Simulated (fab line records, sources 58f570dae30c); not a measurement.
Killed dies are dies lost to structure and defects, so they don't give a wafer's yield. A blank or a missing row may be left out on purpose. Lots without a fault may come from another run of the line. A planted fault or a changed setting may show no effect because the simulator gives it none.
Which tool did it? | flow berkeley_cmos170 | 6 lots, 18 wafers sampled, at 2 steps of a route of 331

WHAT THE GAUGES READ, wafer by wafer
UCB170_CONTACT_CD_MEAS_15: target cd 700 nm.
lot  | measured     | on        | cd_nm (nm)
L836 | day 8 22:00  | cd_sem-01 | 700.1 700.6 698.8
L841 | day 9 17:50  | cd_sem-02 | 697.3 697.3 697.8
L844 | day 10 00:32 | cd_sem-02 | 699.9 700.8 699.6
L846 | day 10 13:56 | cd_sem-02 | 748.5 748.6 749.4
L856 | day 12 09:26 | cd_sem-02 | 697.8 697.3 696.9
L858 | day 12 20:50 | cd_sem-02 | 699.5 700.4 699.2

WHICH TOOL RAN EACH LOT (tool, then ch and the chambers of the sampled wafers, then the start)
lot  | UCB170_CONTACT_EXPOSE_12
L836 | krf_scanner-01 ch 0, day 8 21:10
L841 | krf_scanner-01 ch 0, day 9 17:02
L844 | krf_scanner-01 ch 0, day 10 00:09
L846 | krf_scanner-01 ch 0, day 10 13:13
L856 | krf_scanner-02 ch 0, day 12 09:01
L858 | krf_scanner-01 ch 0, day 12 20:26
- UCB170_CONTACT_EXPOSE_12: exposes mask CONT, target cd 700 nm.

THE ANSWER, worked out from the rows above alone
Rule: what is usual is taken from the lots themselves. Put in order of their means at a reading, lots are off if they are a third of the lots or fewer, leave a main group of 4 or more, and stand apart from it by a gap of 3 or more times the standard deviation of the main group's means; of several such gaps the widest counts. A main group whose means are all the same, to the digits that the tables above print for the reading, isn't used. A lot without any number at a reading at which 4 lots or more have one is off too. The other lots that the step has rows for count as sound.
Off: L846, at UCB170_CONTACT_CD_MEAS_15 (cd_nm). The main group: mean 698.9 nm, standard deviation 1.2.
A tool fits if, at a process step before that reading, it ran every lot that is off, and no sound lot after the first of them. The gauges at UCB170_CONTACT_CD_MEAS_15 are tried like those tools. None of those tried fits.

WHAT THE SIMULATOR HAD PUT IN
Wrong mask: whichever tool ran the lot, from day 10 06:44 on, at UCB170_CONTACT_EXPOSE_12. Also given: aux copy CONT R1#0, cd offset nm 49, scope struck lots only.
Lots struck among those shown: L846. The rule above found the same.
